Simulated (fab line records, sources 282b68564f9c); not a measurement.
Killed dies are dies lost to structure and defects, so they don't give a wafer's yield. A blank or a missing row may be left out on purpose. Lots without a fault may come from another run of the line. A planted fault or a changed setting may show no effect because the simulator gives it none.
A struck lot beside a sound one | flow rit_cmos | 15 steps out of a route of 202
Sound: wafers L550.2, L550.5, L550.6. Struck: wafers L564.1, L564.3, L564.5. The cause comes at the end.
At each step with rows: each side's tool, then ch and its chambers, then its first start. Under that, the readings that differ: sound wafers | struck wafers | difference of the means | sigmas: that difference in standard deviations of wafers without a fault.
alike: readings whose means differ by less than 2 such deviations, and words and numbers that are the same on both sides. not compared: withheld readings, readings that some wafer has no value for, bounds like >300 that may hide the same value, and numbers for which the record gives no deviation and whose values overlap.
The two part at a step that has a row with sigmas, a row that says differs or no value, or rows on one side only. Numbers that don't overlap but have no deviation are shown without sigmas and don't part them. A reading that every wafer of one side lacks parts them only if that side has two wafers or more.

first, 2 steps without rows for these wafers: RIT_PWELL_HARDBAKE_07 (time 120 s); RIT_PWELL_IMPLANT_08.
RIT_PWELL_STRIP_09: strips in O2, time 180 s.
  sound on plasma_asher-04 ch 0,1, day 4 07:18; struck on plasma_asher-04 ch 0,1, day 6 14:53
  alike: drypump_motor_current_A
  not compared: rf_hours_counter_h
RIT_PWELL_TW_MEAS_10:
  sound on film_metro-01, day 4 07:29; struck on film_metro-04, day 6 15:03
  alike: PWELL_TW
then, 1 step without rows for these wafers: RIT_WELLDRIVE_ANNEAL_00 (time 14700 s).
RIT_WELLDRIVE_RS_MEAS_01: measures by four-point-probe.
  sound on film_metro-04, day 4 16:28; struck on film_metro-03, day 6 20:12
  alike: NWELL_RS
RIT_WELLDRIVE_RS_MEAS_02: measures by four-point-probe.
  sound on film_metro-04, day 4 16:35; struck on film_metro-03, day 6 20:19
  reading           | sound             | struck            | difference | sigmas
  PWELL_RS (ohm/sq) | 428.5 428.4 427.8 | 431.8 430.4 430.7 | +2.7       | +2
then, 5 steps without rows for these wafers: RIT_NRETRO_HMDS_00 (prime time 60 s); RIT_NRETRO_COAT_01 (resist thk 1300 nm); RIT_NRETRO_SOFTBAKE_02 (time 60 s); RIT_NRETRO_EXPOSE_03 (exposes mask M4, target cd 43900 nm); RIT_NRETRO_PEB_04.
RIT_NRETRO_DEVELOP_05: develop time 68 s.
  sound on litho_track-01 ch 0, day 4 17:00; struck on litho_track-04 ch 0, day 6 21:00
  reading              | sound             | struck            | difference | sigmas
  developer_temp_C (C) | 23.01 23.23 23.37 | 25.42 25.45 25.27 | +2.18      | +20
  alike: resist_line_temp_C
RIT_NRETRO_OVL_MEAS_06:
  sound on overlay-02, day 4 17:49; struck on overlay-01, day 6 21:19
  alike: NRETRO_OVL
RIT_M1_PROBE_99:
  sound on prober-01, day 6 08:05; struck on prober-01, day 8 03:40
  alike: killed_at_contacts, killed_at_front_end, killed_dies, killed_on_rim, killed_open, killed_short

WHERE THEY PART
First at RIT_WELLDRIVE_RS_MEAS_02; last, within this record, at RIT_NRETRO_DEVELOP_05. Later steps at which nothing parts them and some readings are alike: RIT_NRETRO_OVL_MEAS_06, RIT_M1_PROBE_99.

WHY: what the simulator had put in
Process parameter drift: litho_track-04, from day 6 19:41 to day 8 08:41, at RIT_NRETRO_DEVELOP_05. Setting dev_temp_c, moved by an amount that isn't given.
